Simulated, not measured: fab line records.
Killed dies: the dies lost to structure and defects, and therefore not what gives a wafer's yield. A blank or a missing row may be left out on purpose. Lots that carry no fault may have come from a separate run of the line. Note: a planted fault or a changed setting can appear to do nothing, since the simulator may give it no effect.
The tool behind it: which one?    flow berkeley_cmos170    Sampling: 7 lots, 21 wafers, 2 of 331 route steps

## WHAT THE GAUGES READ, wafer by wafer
UCB170_NLDD_TW_MEAS_11.
lot   measured      on             NLDD_TW
L531  day 7 16:44   film_metro-02  2236 2222 2221
L535  day 8 08:44   film_metro-03  2238 2228 2246
L538  day 8 22:22   film_metro-04  2215 2214 2223
L539  day 9 12:34   film_metro-03  2209 2207 2206
L544  day 10 00:31  film_metro-03  2344 2340 2340
L542  day 10 01:15  film_metro-04  2240 2239 2229
L553  day 12 05:22  film_metro-02  2199 2198 2214

## WHICH TOOL RAN EACH LOT (tool, then ch and the chambers of the sampled wafers, then the start)
lot   UCB170_NLDD_IMPLANT_09
L531  implanter-02 ch 0, day 7 16:29
L535  implanter-02 ch 0, day 8 08:31
L538  implanter-03 ch 0, day 8 22:07
L539  implanter-04 ch 0, day 9 12:19
L544  implanter-03 ch 0, day 10 00:16
L542  implanter-04 ch 0, day 10 01:01
L553  implanter-02 ch 0, day 12 05:07
- UCB170_NLDD_IMPLANT_09

## THE ANSWER, worked out from the rows above alone
Rule: the lots themselves supply what counts as usual. Put in order of their means at a reading, lots are off if they are a third of the lots or fewer, leave a main group of 4 or more, and stand apart from it by a gap of 3 or more times the standard deviation of the main group's means; of several such gaps the widest counts. Not used: any main group whose means are identical at the precision the tables above print for the reading. A lot without any number at a reading at which 4 lots or more have one is off too. Any other lot the step has rows for is counted as sound.
Off: L544, seen at UCB170_NLDD_TW_MEAS_11 (NLDD_TW). Main group: mean 2221, sd 13.
A tool fits if, at a process step before that reading, it ran every lot that is off, and no sound lot after the first of them. Those tools and the gauges at UCB170_NLDD_TW_MEAS_11 are tried in the same way. Can't be told from this: 2 tools fit, implanter-03 at UCB170_NLDD_IMPLANT_09, film_metro-03 at UCB170_NLDD_TW_MEAS_11.

## WHAT THE SIMULATOR PUT IN
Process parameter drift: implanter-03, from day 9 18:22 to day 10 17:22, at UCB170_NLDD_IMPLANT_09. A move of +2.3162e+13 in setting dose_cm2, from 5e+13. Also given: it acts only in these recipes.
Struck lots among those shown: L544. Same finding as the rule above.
